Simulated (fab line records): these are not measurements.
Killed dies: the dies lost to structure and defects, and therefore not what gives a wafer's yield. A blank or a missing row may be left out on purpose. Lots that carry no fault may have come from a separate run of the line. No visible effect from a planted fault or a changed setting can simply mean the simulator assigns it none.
fab line records    flow berkeley_cmos170
[record] lots = 14  wafers = 42  last_day = 13
route steps=331 shown START@4 NWELL@27 PWELL@48 ACTIVE@63
lots untouched by any fault: they come from a run of this same line in which no faults occurred
start_h: the number of hours between the record's first day and the start of the first shown wafer of the lot    wait_h: time in hours since the lot's previous step    " the same as in the row above    L1.1+2: a single row standing in for several wafers    - either no value or no given start    * or withheld: withheld    < > ~ a bound
route shown NAME@n: a module of which the file shows steps, and the number in the route of the first    usual: mean/standard deviation taken from wafers without a fault    same: alike in all rows    chamber/n: place in a boat    sites: each site's reading    _std_site: standard deviation across them    _edge_site: outer sites' mean less inner sites'    radius_mm: for every site, how far away it sits from the centre of the wafer    mask NAME#n: copy n    behind: the most recent tool/chamber to have shaped the wafer    hold: cause of the lot's hold/its duration in hours/its outcome    device: the n, p or np transistor that did not switch    end of line: tests run on the same wafers once the route is complete    a step given without rows: its recipe and nothing more    killed: at the first sort, the dies lost to defects and structure; wafer yield is something else    map: a wafer's dies, x killed, . not, _ none there
set.NAME: the setting that was run; set.NAME@STEP: the one run at that earlier step    model.NAME: the simulator's own value behind a step, which no gauge read
the route's steps for a sample of lots (tables are steps, rows are wafers)
services: when a tool's chamber went out of use (start_h, in hours from the record's first day, below 0 if earlier), for how many hours, and the reason
[[steps]]
[step UCB170_START_THK_MEAS_03]
[recipe] reads = SiO2_of_START_OXIDATION_02
[usual] START_OXIDE_THK = 19.7/0.42
lot.wafer  tool           chamber  start_h  wait_h  START_OXIDE_THK[nm]
L762.2     film_metro-04  -        22.80    0.0     20.1
L762.3     "              -        "        "       20.6
L762.6     "              -        "        "       20.3
L763.2     film_metro-01  -        22.80    0.0     19.8
L763.3     "              -        "        "       19.7
L763.4     "              -        "        "       19.9
L765.1     film_metro-01  -        37.22    0.0     19.3
L765.3     "              -        "        "       19.0
L765.6     "              -        "        "       19.4
L766.2     film_metro-04  -        37.23    0.0     19.3
L766.4     "              -        "        "       19.3
L766.6     "              -        "        "       19.1
L769.1     film_metro-03  -        56.14    0.0     19.3
L769.4     "              -        "        "       19.4
L769.5     "              -        "        "       19.2
L770.1     film_metro-01  -        61.14    0.0     19.9
L770.2     "              -        "        "       20.0
L770.5     "              -        "        "       19.8
L771.2     film_metro-03  -        66.09    0.0     19.9
L771.4     "              -        "        "       19.5
L771.5     "              -        "        "       19.5
L773.1     film_metro-01  -        74.84    0.0     19.8
L773.4     "              -        "        "       20.0
L773.6     "              -        "        "       19.9
L775.2     film_metro-04  -        81.90    0.0     19.6
L775.3     "              -        "        "       20.1
L775.4     "              -        "        "       19.6
L774.3     film_metro-01  -        81.91    0.0     19.8
L774.4     "              -        "        "       20.4
L774.5     "              -        "        "       19.9
L777.2     film_metro-01  -        95.08    0.0     19.6
L777.5     "              -        "        "       19.5
L777.6     "              -        "        "       19.4
L780.1     film_metro-01  -        110.77   0.0     19.9
L780.3     "              -        "        "       19.4
L780.4     "              -        "        "       19.5
L781.1     film_metro-01  -        118.32   0.0     19.0
L781.4     "              -        "        "       19.2
L781.6     "              -        "        "       19.0
L783.1     film_metro-03  -        127.20   0.0     19.7
L783.2     "              -        "        "       20.3
L783.4     "              -        "        "       20.1
[step UCB170_NWELL_ETCH_13]
[recipe] chemistry = CH3F/Ar/O2  target = Si3N4  stop_on = SiO2  CH3F_flow_sccm = 20  Ar_flow_sccm = 50  O2_flow_sccm = 7  pressure_mtorr = 50  rf_w = 450  target_depth_a = 2464  over_etch_frac = 0.1  time_s = 154
[usual] drypump_motor_current_A = 5.9/0.33  oes_product_au = 0.942/0.017  over_etch_frac = 0.1/0  throttle_valve_pct = 8.07/0.089
lot.wafer  tool         chamber  start_h  wait_h  drypump_motor_current_A  oes_product_au  over_etch_frac  rf_hours_counter_h  throttle_valve_pct
L762.2     rie_diel-04  3        49.91    0.0     6.0                      0.925           0.1             38                  7.99
L762.3     "            1        "        "       6.5                      0.945           0.1             62                  7.98
L762.6     "            3        "        "       6.0                      0.921           0.1             -                   7.98
L763.2     rie_diel-01  2        50.19    0.0     5.9                      0.921           0.1             12                  8.01
L763.3     "            0        "        "       6.2                      0.949           0.1             154                 8.10
L763.4     "            1        "        "       5.6                      0.940           0.1             111                 8.10
L766.2     rie_diel-01  1        65.36    0.0     5.6                      0.947           0.1             111                 8.12
L766.4     "            0        "        "       6.3                      0.943           0.1             155                 8.12
L766.6     "            2        "        "       5.8                      0.921           0.1             -                   8.03
L765.1     rie_diel-01  0        65.74    0.0     6.3                      0.955           0.1             155                 8.11
L765.3     "            3        "        "       6.3                      0.940           0.1             135                 8.22
L765.6     "            0        "        "       6.2                      0.962           0.1             -                   8.11
L769.1     rie_diel-01  3        78.15    0.0     6.3                      0.941           0.1             135                 8.22
L769.4     "            1        "        "       5.7                      0.939           0.1             112                 8.12
L769.5     "            0        "        "       6.3                      0.958           0.1             -                   8.12
L770.1     rie_diel-01  3        86.95    0.0     6.3                      0.939           0.1             136                 8.22
L770.2     "            1        "        "       5.6                      0.942           0.1             113                 8.10
L770.5     "            3        "        "       6.3                      0.939           0.1             -                   8.23
L771.2     rie_diel-02  1        87.05    0.0     5.9                      0.960           0.1             7                   8.10
L771.4     "            0        "        "       6.2                      0.923           0.1             133                 8.12
L771.5     "            0        "        "       6.2                      0.923           0.1             -                   8.13
L773.1     rie_diel-04  0        93.57    0.0     5.6                      0.956           0.1             13                  7.92
L773.4     "            1        "        "       6.5                      0.934           0.1             64                  7.98
L773.6     "            2        "        "       5.7                      0.932           0.1             -                   7.98
L774.3     rie_diel-01  2        103.06   0.0     5.8                      0.924           0.1             15                  8.02
L774.4     "            3        "        "       6.3                      0.940           0.1             137                 8.23
L774.5     "            0        "        "       6.3                      0.968           0.1             -                   8.12
L775.2     rie_diel-04  2        103.34   0.0     5.7                      0.927           0.1             52                  7.99
L775.3     "            1        "        "       6.5                      0.956           0.1             64                  8.00
L775.4     "            3        "        "       6.0                      0.928           0.1             40                  7.98
L777.2     rie_diel-04  3        112.29   0.0     6.0                      0.925           0.1             41                  7.97
L777.5     "            1        "        "       6.5                      0.953           0.1             -                   7.98
L777.6     "            2        "        "       5.7                      0.922           0.1             -                   7.99
L780.1     rie_diel-04  3        136.93   0.0     6.0                      0.920           0.1             43                  7.98
L780.3     "            2        "        "       5.7                      0.933           0.1             54                  7.98
L780.4     "            0        "        "       5.5                      0.955           0.1             16                  7.92
L781.1     rie_diel-02  2        143.14   0.0     5.6                      0.958           0.1             20                  7.94
L781.4     "            1        "        "       5.9                      0.958           0.1             9                   8.11
L781.6     "            3        "        "       5.5                      0.945           0.1             -                   8.13
L783.1     rie_diel-02  2        153.40   0.0     5.5                      0.970           0.1             20                  7.94
L783.2     "            3        "        "       5.5                      0.941           0.1             15                  8.12
L783.4     "            0        "        "       6.2                      0.937           0.1             136                 8.12
[step UCB170_PWELL_ETCH_14]
[recipe] chemistry = CH3F/Ar/O2  target = Si3N4  stop_on = SiO2  CH3F_flow_sccm = 20  Ar_flow_sccm = 50  O2_flow_sccm = 7  pressure_mtorr = 50  rf_w = 450  target_depth_a = 2420  over_etch_frac = 0.1  time_s = 151
[usual] drypump_motor_current_A = 5.9/0.35  oes_product_au = 0.941/0.016  over_etch_frac = 0.1/0  throttle_valve_pct = 8.04/0.1
lot.wafer  tool         chamber  start_h  wait_h  drypump_motor_current_A  oes_product_au  over_etch_frac  rf_hours_counter_h  throttle_valve_pct
L762.2     rie_diel-01  3        67.19    0.0     6.3                      0.936           0.1             135                 8.23
L762.3     "            0        "        "       6.3                      0.955           0.1             155                 8.10
L762.6     "            3        "        "       6.3                      0.949           0.1             -                   8.22
L763.2     rie_diel-03  0        67.54    0.0     6.2                      0.929           0.1             14                  7.89
L763.3     "            2        "        "       5.7                      0.963           0.1             0                   8.20
L763.4     "            1        "        "       5.8                      0.924           0.1             3                   8.16
L765.1     rie_diel-03  0        87.77    0.0     6.2                      0.957           0.1             15                  7.87
L765.3     "            3        "        "       5.4                      0.955           0.1             8                   8.06
L765.6     "            3        "        "       5.3                      0.953           0.1             -                   8.07
L766.2     rie_diel-01  3        88.22    0.0     6.3                      0.951           0.1             136                 8.22
L766.4     "            3        "        "       6.3                      0.947           0.1             -                   8.21
L766.6     "            1        "        "       5.6                      0.944           0.1             -                   8.09
L769.1     rie_diel-04  1        95.90    0.0     6.5                      0.943           0.1             64                  7.99
L769.4     "            3        "        "       6.0                      0.918           0.1             40                  7.97
L769.5     "            1        "        "       6.5                      0.953           0.1             -                   7.98
L771.2     rie_diel-04  2        105.90   0.0     5.7                      0.938           0.1             52                  7.99
L771.4     "            1        "        "       6.5                      0.947           0.1             64                  7.99
L771.5     "            1        "        "       6.5                      0.955           0.1             -                   7.98
L770.1     rie_diel-03  0        105.96   0.0     6.2                      0.944           0.1             16                  7.89
L770.2     "            3        "        "       5.4                      0.937           0.1             9                   8.09
L770.5     "            3        "        "       5.4                      0.946           0.1             -                   8.09
L773.1     rie_diel-03  0        116.79   0.0     6.2                      0.941           0.1             17                  7.89
L773.4     "            2        "        "       5.7                      0.956           0.1             3                   8.20
L773.6     "            3        "        "       5.4                      0.945           0.1             -                   8.07
L775.2     rie_diel-03  0        126.55   0.0     6.2                      0.937           0.1             18                  7.88
L775.3     "            3        "        "       5.4                      0.886           0.21763         11                  8.09
L775.4     "            2        "        "       5.7                      0.955           0.1             3                   8.18
L774.3     rie_diel-04  3        126.65   0.0     6.0                      0.921           0.1             42                  7.99
L774.4     "            2        "        "       5.7                      0.922           0.1             54                  7.97
L774.5     "            0        "        "       5.5                      0.968           0.1             -                   7.94
L777.2     rie_diel-03  2        133.96   0.0     5.7                      0.957           0.1             4                   8.20
L777.5     "            0        "        "       6.2                      0.945           0.1             -                   7.88
L777.6     "            3        "        "       5.4                      0.887           0.21763         -                   8.07
L781.1     rie_diel-01  1        159.72   0.0     5.7                      0.927           0.1             118                 8.10
L781.4     "            2        "        "       5.8                      0.926           0.1             18                  8.02
L781.6     "            2        "        "       5.8                      0.921           0.1             -                   8.00
L780.1     rie_diel-04  1        160.09   0.0     6.5                      0.949           0.1             68                  7.99
L780.3     "            0        "        "       5.5                      0.964           0.1             17                  7.94
L780.4     "            0        "        "       5.5                      0.962           0.1             -                   7.93
L783.1     rie_diel-01  2        179.87   0.0     5.8                      0.929           0.1             19                  8.01
L783.2     "            1        "        "       5.6                      0.950           0.1             118                 8.10
L783.4     "            3        "        "       6.3                      0.952           0.1             141                 8.23
[step UCB170_PWELL_STRIP_16]
[recipe] chemistry = O2  power_w = 400  pressure_mtorr = 3500  platen_temp_c = withheld  o2_flow_sccm = 400  overash_fraction = 0.5
[usual] drypump_motor_current_A = 5.8/0.61  o2_flow_sccm = 399.8/1.3  oes_product_au = 0.721/0.005  strip_time_to_endpoint_s = 18.07/0.092
[same] overash_fraction = 0.5
lot.wafer  tool             chamber  start_h  wait_h  drypump_motor_current_A  o2_flow_sccm  oes_product_au  rf_hours_counter_h  strip_time_to_endpoint_s
L762.2     plasma_asher-03  0        67.44    0.1     5.1                      401.3         0.719           29                  18.14
L762.3     "                0        "        "       5.1                      398.4         0.713           -                   18.14
L762.6     "                1        "        "       5.6                      398.4         0.719           -                   18.12
L763.2     plasma_asher-02  1        67.79    0.1     5.2                      398.7         0.729           27                  18.10
L763.3     "                0        "        "       6.4                      400.2         0.733           -                   18.31
L763.4     "                1        "        "       5.2                      398.0         0.724           -                   18.07
L765.1     plasma_asher-02  0        88.02    0.1     6.5                      399.8         0.724           29                  18.03
L765.3     "                1        "        "       5.2                      400.3         0.718           -                   18.01
L765.6     "                0        "        "       6.5                      400.0         0.717           -                   17.97
L766.2     plasma_asher-01  0        88.47    0.1     6.5                      399.4         0.715           35                  18.03
L766.4     "                0        "        "       6.5                      399.9         0.724           -                   18.00
L766.6     "                1        "        "       6.6                      401.4         0.732           -                   18.11
L769.1     plasma_asher-01  1        96.15    0.1     6.6                      401.6         0.713           37                  18.07
L769.4     "                1        "        "       6.6                      402.3         0.724           -                   18.17
L769.5     "                1        "        "       6.6                      402.8         0.716           -                   18.00
L771.2     plasma_asher-03  1        106.15   0.1     5.6                      397.4         0.722           34                  18.03
L771.4     "                0        "        "       5.1                      399.5         0.725           -                   17.95
L771.5     "                0        "        "       5.1                      398.6         0.716           -                   17.99
L770.1     plasma_asher-02  1        106.21   0.1     5.2                      399.7         0.722           31                  18.15
L770.2     "                0        "        "       6.5                      399.8         0.713           31                  18.05
L770.5     "                1        "        "       5.2                      399.6         0.725           -                   18.07
L773.1     plasma_asher-01  0        117.04   0.1     6.5                      401.3         0.711           39                  18.05
L773.4     "                1        "        "       6.6                      400.8         0.717           -                   18.22
L773.6     "                0        "        "       6.4                      399.8         0.718           -                   17.99
L775.2     plasma_asher-02  0        126.80   0.1     6.4                      397.8         0.720           34                  18.09
L775.3     "                0        "        "       6.4                      398.2         0.721           -                   17.64
L775.4     "                1        "        "       5.2                      400.1         0.724           -                   18.34
L774.3     plasma_asher-03  1        126.94   0.1     5.6                      400.3         0.724           -                   18.06
L774.4     "                0        "        "       5.1                      399.8         0.715           -                   18.06
L774.5     "                1        "        "       5.6                      400.9         0.715           -                   17.96
L777.2     plasma_asher-02  0        134.21   0.1     6.5                      398.5         0.720           35                  18.18
L777.5     "                1        "        "       5.2                      401.0         0.717           -                   18.07
L777.6     "                0        "        "       6.5                      399.4         0.717           -                   17.53
L781.1     plasma_asher-02  1        159.97   0.1     5.2                      400.3         0.724           38                  18.16
L781.4     "                1        "        "       5.3                      398.6         0.711           -                   18.17
L781.6     "                0        "        "       6.4                      398.5         0.718           -                   18.12
L780.1     plasma_asher-01  1        160.34   0.1     6.6                      400.8         0.727           45                  18.04
L780.3     "                1        "        "       6.6                      397.8         0.725           -                   18.02
L780.4     "                0        "        "       6.5                      399.3         0.717           -                   17.97
L783.1     plasma_asher-02  0        180.12   0.1     6.4                      401.6         0.718           40                  17.98
L783.2     "                1        "        "       5.2                      401.5         0.727           40                  18.04
L783.4     "                1        "        "       5.2                      401.2         0.721           -                   17.92
[step UCB170_ACTIVE_THK_MEAS_03]
[recipe] reads = SiO2_of_ACTIVE_OXIDATION_02
[usual] ACTIVE_OXIDE_THK = 26.0/0.54
lot.wafer  tool           chamber  start_h  wait_h  ACTIVE_OXIDE_THK[nm]
L763.2     film_metro-04  -        96.43    0.0     25.8
L763.3     "              -        "        "       25.9
L763.4     "              -        "        "       25.5
L762.2     film_metro-03  -        96.47    0.0     25.5
L762.3     "              -        "        "       25.2
L762.6     "              -        "        "       25.4
L765.1     film_metro-03  -        117.83   0.0     26.4
L765.3     "              -        "        "       26.5
L765.6     "              -        "        "       26.6
L766.2     film_metro-01  -        117.84   0.0     26.9
L766.4     "              -        "        "       27.1
L766.6     "              -        "        "       27.3
L769.1     film_metro-04  -        124.60   0.0     27.0
L769.4     "              -        "        "       26.8
L769.5     "              -        "        "       26.9
L770.1     film_metro-04  -        134.79   0.0     25.5
L770.2     "              -        "        "       25.9
L770.5     "              -        "        "       25.6
L771.2     film_metro-03  -        134.80   0.0     26.0
L771.4     "              -        "        "       25.5
L771.5     "              -        "        "       26.1
L773.1     film_metro-01  -        146.98   0.0     25.3
L773.4     "              -        "        "       25.0
L773.6     "              -        "        "       25.6
L775.2     film_metro-03  -        146.99   0.0     25.9
L775.3     "              -        "        "       25.4
L775.4     "              -        "        "       25.4
L774.3     film_metro-04  -        147.02   0.0     26.4
L774.4     "              -        "        "       26.2
L774.5     "              -        "        "       26.3
L777.2     film_metro-01  -        163.39   0.0     25.7
L777.5     "              -        "        "       25.3
L777.6     "              -        "        "       25.3
L781.1     film_metro-03  -        189.45   0.0     26.1
L781.4     "              -        "        "       26.3
L781.6     "              -        "        "       26.6
L780.1     film_metro-03  -        189.51   0.1     26.0
L780.3     "              -        "        "       26.3
L780.4     "              -        "        "       26.4
L783.1     film_metro-04  -        209.89   0.0     26.9
L783.2     "              -        "        "       26.4
L783.4     "              -        "        "       25.9
[[services]]
tool             chamber  start_h  hours  kind
rie_diel-03      1        41.87    11.4   repair
rie_diel-03      2        53.26    -      clean
rie_diel-03      2        53.26    13.6   scheduled_down
rie_diel-03      2        53.26    13.6   vent_cycle
rie_diel-03      -        63.85    1.1    repair
rie_diel-04      -        64.67    14.6   pm
plasma_asher-03  -        74.28    0.3    repair
rie_diel-04      3        80.35    3.4    repair
rie_diel-01      0        84.06    15.2   repair
rie_diel-02      -        96.03    0.6    repair
plasma_asher-01  -        103.52   2.8    pm
rie_diel-01      0        131.05   -      clean
rie_diel-01      0        131.05   26.6   scheduled_down
rie_diel-01      0        131.05   26.6   vent_cycle
plasma_asher-02  -        137.13   1.6    repair
rie_diel-04      3        151.82   14.3   repair
rie_diel-03      2        157.23   14.8   repair
rie_diel-02      3        160.96   4.6    repair
[[key]]
[first_sign] step = UCB170_PWELL_ETCH_14  reading = over_etch_frac  direction = up  sigmas = 99+  usual = 0.1  struck = 0.21763
[effect] step = UCB170_PWELL_ETCH_14  reading = oes_product_au  direction = down  sigmas = 3.4  usual = 0.941  struck = 0.887
[effect] step = UCB170_PWELL_STRIP_16  reading = strip_time_to_endpoint_s  direction = down  sigmas = 5.2  usual = *  struck = *
met_at UCB170_PWELL_ETCH_14
struck_lots L775,L777
struck_wafers L775.3,L777.6
sort_left_out L775.3
tester_left_out L775,L777
not_acting_at UCB170_START_THK_MEAS_03,UCB170_NWELL_ETCH_13,UCB170_ACTIVE_THK_MEAS_03
onset_between 116.79 126.55
[fault] kind = process_parameter_drift  tool = rie_diel-03  chamber = 3  onset_h = 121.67  steps = UCB170_PWELL_ETCH_14  channel = over_etch_frac  offset = 0.11763  shape = step  end_h = 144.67  acts_in = these_recipes_only  stated = 0.1
// tester_left_out: of these lots the tester's yield and bins aren't shown, on N5 and GAA mostly nor the transistor test; their killed dies are dies lost to structure and defects alone, not to doping, threshold or leakage, so they don't give the yield
// sort_left_out: the simulated sort isn't trusted on such a fault, so these wafers' sort isn't shown, and their yield isn't known
